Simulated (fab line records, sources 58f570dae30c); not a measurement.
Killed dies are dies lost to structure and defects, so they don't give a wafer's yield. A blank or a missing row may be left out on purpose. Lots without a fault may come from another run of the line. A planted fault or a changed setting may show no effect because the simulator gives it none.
Which tool did it? | flow berkeley_cmos170 | 14 lots, 42 wafers sampled, at 4 steps of a route of 331

WHAT THE GAUGES READ, wafer by wafer
UCB170_GATE_THK_MEAS_02.
lot  | measured     | on            | GATE_OXIDE_THK (nm)
L339 | day 7 07:22  | film_metro-04 | 6.65 6.47 6.69
L344 | day 7 22:34  | film_metro-01 | 6.48 6.64 6.59
L342 | day 7 22:35  | film_metro-04 | 6.53 6.69 6.62
L343 | day 7 22:37  | film_metro-03 | 6.50 6.46 6.44
L345 | day 8 11:31  | film_metro-01 | 6.60 6.42 6.40
L347 | day 8 21:12  | film_metro-04 | 6.59 6.69 6.75
L349 | day 9 05:49  | film_metro-01 | 6.74 6.77 6.83
L350 | day 9 16:38  | film_metro-04 | 6.79 6.78 6.62
L352 | day 9 16:42  | film_metro-04 | 6.62 6.75 6.71
L356 | day 10 16:42 | film_metro-03 | 6.66 6.49 6.56
L359 | day 11 10:34 | film_metro-04 | 6.57 6.51 6.53
L360 | day 11 17:45 | film_metro-03 | 6.74 6.62 6.81
L361 | day 11 17:47 | film_metro-04 | 6.48 6.34 6.38
L362 | day 12 07:05 | film_metro-01 | 6.56 6.44 6.55

UCB170_PLDD_TW_MEAS_11.
lot  | measured     | on            | PLDD_TW
L339 | day 7 20:25  | film_metro-03 | 1012 1006 1002
L344 | day 8 09:32  | film_metro-02 | 1006 1009 1008
L342 | day 8 09:47  | film_metro-03 | 995 992 1001
L343 | day 8 09:14  | film_metro-04 | 1013 1017 1012
L345 | day 8 21:13  | film_metro-02 | 1009 1004 1009
L347 | day 9 11:59  | film_metro-04 | 1019 1024 1021
L349 | day 9 15:03  | film_metro-03 | 990 997 991
L350 | day 10 04:57 | film_metro-03 | 1000 995 998
L352 | day 10 05:24 | film_metro-03 | 998 997 994
L356 | day 11 06:14 | film_metro-03 | 990 988 994
L359 | day 11 20:38 | film_metro-02 | 1010 1007 1010
L360 | day 12 06:29 | film_metro-04 | 1010 1013 1010
L361 | day 12 06:14 | film_metro-03 | 995 988 988
L362 | day 12 18:37 | film_metro-02 | 1010 1018 1018

UCB170_PSD_CD_MEAS_06: target cd 1200 nm.
lot  | measured     | on        | cd_nm (nm)
L339 | day 8 09:34  | cd_sem-01 | 1199.2 1197.8 1198.8
L344 | day 8 20:20  | cd_sem-02 | 1199.1 1199.6 1199.9
L342 | day 8 20:07  | cd_sem-01 | 1200.2 1199.1 1199.9
L343 | day 8 20:22  | cd_sem-01 | 1202.0 1200.9 1201.5
L345 | day 9 05:41  | cd_sem-01 | 1201.8 1202.0 1201.5
L347 | day 9 22:52  | cd_sem-01 | 1200.0 1200.8 1200.1
L349 | day 9 23:01  | cd_sem-02 | 1199.4 1199.3 1201.3
L356 | day 11 15:16 | cd_sem-01 | 1199.8 1198.6 1198.5
L359 | day 12 04:55 | cd_sem-01 | 1197.7 1198.3 1199.4
L360 | day 12 17:27 | cd_sem-01 | 1201.1 1200.3 1201.2
L361 | day 12 16:35 | cd_sem-02 | 1198.3 1199.0 1197.5
L362 | day 13 05:14 | cd_sem-02 | 1199.6 1197.9 1200.2

WHICH TOOL RAN EACH LOT (tool, then ch and the chambers of the sampled wafers, then the start)
lot  | UCB170_SPACER_ETCHBACK_03
L339 | rie_diel-03 ch 0,1, day 8 08:29
L344 | rie_diel-02 ch 1,2,3, day 8 18:35
L342 | rie_diel-01 ch 0,2, day 8 18:35
L343 | rie_diel-03 ch 0,3, day 8 18:39
L345 | rie_diel-03 ch 0,1, day 9 04:18
L347 | rie_diel-01 ch 0,2,3, day 9 21:27
L349 | rie_diel-02 ch 1,3, day 9 21:27
L350 | rie_diel-02 ch 1,2,3, day 10 12:57
L352 | rie_diel-03 ch 0,1,3, day 10 12:57
L356 | rie_diel-02 ch 1,2,3, day 11 14:02
L359 | rie_diel-02 ch 0,3, day 12 03:46
L360 | rie_diel-03 ch 0,1,3, day 12 14:01
L361 | rie_diel-01 ch 1,2, day 12 14:01
L362 | rie_diel-01 ch 1,3, day 13 03:58
- UCB170_SPACER_ETCHBACK_03: etches SiO2 in CHF3/CF4/Ar, stops on Si, target depth 376 nm, time 100 s.

WHAT THE TOOLS THEMSELVES READ (means of the sampled wafers that have a number; where no wafer has one, the mark that the record gives instead)
UCB170_SPACER_ETCHBACK_03.
lot  | tool        | CHF3_flow_sccm (sccm) | cf4_flow_sccm (sccm) | drypump_motor_current_A (A) | mfc_ar_sccm (sccm) | oes_product_au (a.u.) | throttle_valve_pct (%)
L339 | rie_diel-03 | 50.15                 | 9.992                | 6.3                         | 120.1              | 0.899                 | 6.40
L344 | rie_diel-02 | 49.85                 | 10.024               | 5.5                         | 120.6              | 0.898                 | 6.48
L342 | rie_diel-01 | 50.06                 | 10.037               | 5.8                         | 120.4              | 0.901                 | 6.53
L343 | rie_diel-03 | 49.93                 | 9.992                | 5.6                         | 120.5              | 0.903                 | 6.41
L345 | rie_diel-03 | 49.87                 | 9.945                | 6.3                         | 120.1              | 0.912                 | 6.40
L347 | rie_diel-01 | 50.08                 | 10.014               | 5.5                         | 120.0              | 0.904                 | 6.49
L349 | rie_diel-02 | 50.06                 | 9.992                | 5.2                         | 119.7              | 0.903                 | 6.51
L350 | rie_diel-02 | -                     | -                    | -                           | -                  | -                     | -
L352 | rie_diel-03 | -                     | -                    | -                           | -                  | -                     | -
L356 | rie_diel-02 | 49.96                 | 9.970                | 5.4                         | 119.9              | 0.916                 | 6.49
L359 | rie_diel-02 | 50.10                 | 10.010               | 6.3                         | 120.2              | 0.904                 | 6.63
L360 | rie_diel-03 | 49.93                 | 10.002               | 6.0                         | 119.9              | 0.895                 | 6.41
L361 | rie_diel-01 | 50.09                 | 9.978                | 5.8                         | 120.3              | 0.916                 | 6.52
L362 | rie_diel-01 | 50.00                 | 9.991                | 5.1                         | 120.0              | 0.915                 | 6.45

THE ANSWER, worked out from the rows above alone
Rule: what is usual is taken from the lots themselves. Put in order of their means at a reading, lots are off if they are a third of the lots or fewer, leave a main group of 4 or more, and stand apart from it by a gap of 3 or more times the standard deviation of the main group's means; of several such gaps the widest counts. A main group whose means are all the same, to the digits that the tables above print for the reading, isn't used. A lot without any number at a reading at which 4 lots or more have one is off too. The other lots that the step has rows for count as sound. The gauges are gone through in route order, then the tools' own readings, and for those a lot's mean is taken as printed above. The first step at which some lot is off is used, and at that step the reading that is off furthest; a lot without a number counts as furthest.
Off: L350, L352, at UCB170_SPACER_ETCHBACK_03 (CHF3_flow_sccm). Without a number there: L350, L352. The main group: mean 50.01 sccm, standard deviation 0.093.
A tool fits if, at that step or a process step before it, it ran every lot that is off, and no sound lot after the first of them. None of those tried fits.

WHAT THE SIMULATOR HAD PUT IN
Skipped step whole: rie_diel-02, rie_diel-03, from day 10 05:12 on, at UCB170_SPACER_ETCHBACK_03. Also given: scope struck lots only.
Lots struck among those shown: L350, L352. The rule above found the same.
